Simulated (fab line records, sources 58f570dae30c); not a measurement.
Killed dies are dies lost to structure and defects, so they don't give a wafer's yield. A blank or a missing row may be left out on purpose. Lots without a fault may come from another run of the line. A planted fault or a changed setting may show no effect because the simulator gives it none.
One fault seen from 2 desks | flow berkeley_cmos170 | each desk has only its own numbers; what lay behind them comes last

THE TOOL OWNER'S DESK: furnace-02
The tool's own readings at UCB170_ACTIVE_OXIDATION_02 (target thk 26.4 nm, ox time 1260 s): means of the sampled wafers that have a number, for each lot that ran on this tool. A lot is out of limits, marked OUT, if its mean lies more than 4 standard deviations from the usual mean; the brackets give that distance.
Columns: A = tube_center_temp_C_max at UCB170_ACTIVE_OXIDATION_02, usual 1002.6; B = zone_power_source_pct at UCB170_ACTIVE_OXIDATION_02, usual 38.7 %
lot  | first seen here | A      | B
L958 | day 3 19:06     | 1002.6 | 40.1
L959 | day 4 00:42     | 1002.5 | 40.0
L960 | day 4 03:33     | 1002.2 | 40.2
L963 | day 4 20:55     | 1002.2 | 39.9
L964 | day 5 00:51     | 1002.3 | 40.0
L965 | day 5 00:51     | 1002.4 | 39.8
L966 | day 5 16:52     | 1002.7 | 40.2
L980 | day 8 11:56     | 1002.7 | 40.4
L981 | day 8 11:56     | 1002.9 | 40.0
This desk's finding: nothing out of limits on any of the 9 lots.

THE METROLOGY DESK
What the gauges read, lot by lot, whatever tool the lot ran on: means of the sampled wafers that have a number. A lot is out of limits, marked OUT, if its mean lies more than 4 standard deviations from the usual mean; the brackets give that distance.
Columns: A = V2_OVL at UCB170_V2_OVL_MEAS_13, usual 1 nm
lot  | first seen here | A
L959 | day 7 15:50     | 2
L958 | day 7 15:52     | 0
L960 | day 7 18:35     | 6
L963 | day 8 16:36     | -6
L965 | day 9 02:48     | 5
L964 | day 9 02:54     | 2
L966 | day 9 15:19     | -4
L971 | day 10 09:15    | 2
L970 | day 10 10:05    | 8
L977 | day 12 02:28    | 3
L978 | day 12 02:44    | 2
L979 | day 12 03:01    | 6
L980 | day 12 08:26    | -8
L981 | day 12 08:40    | 7
This desk's finding: nothing out of limits on any of the 14 lots.

PUT TOGETHER
The tool owner's desk saw nothing out of limits.
The metrology desk saw nothing out of limits.

WHAT THE SIMULATOR HAD PUT IN
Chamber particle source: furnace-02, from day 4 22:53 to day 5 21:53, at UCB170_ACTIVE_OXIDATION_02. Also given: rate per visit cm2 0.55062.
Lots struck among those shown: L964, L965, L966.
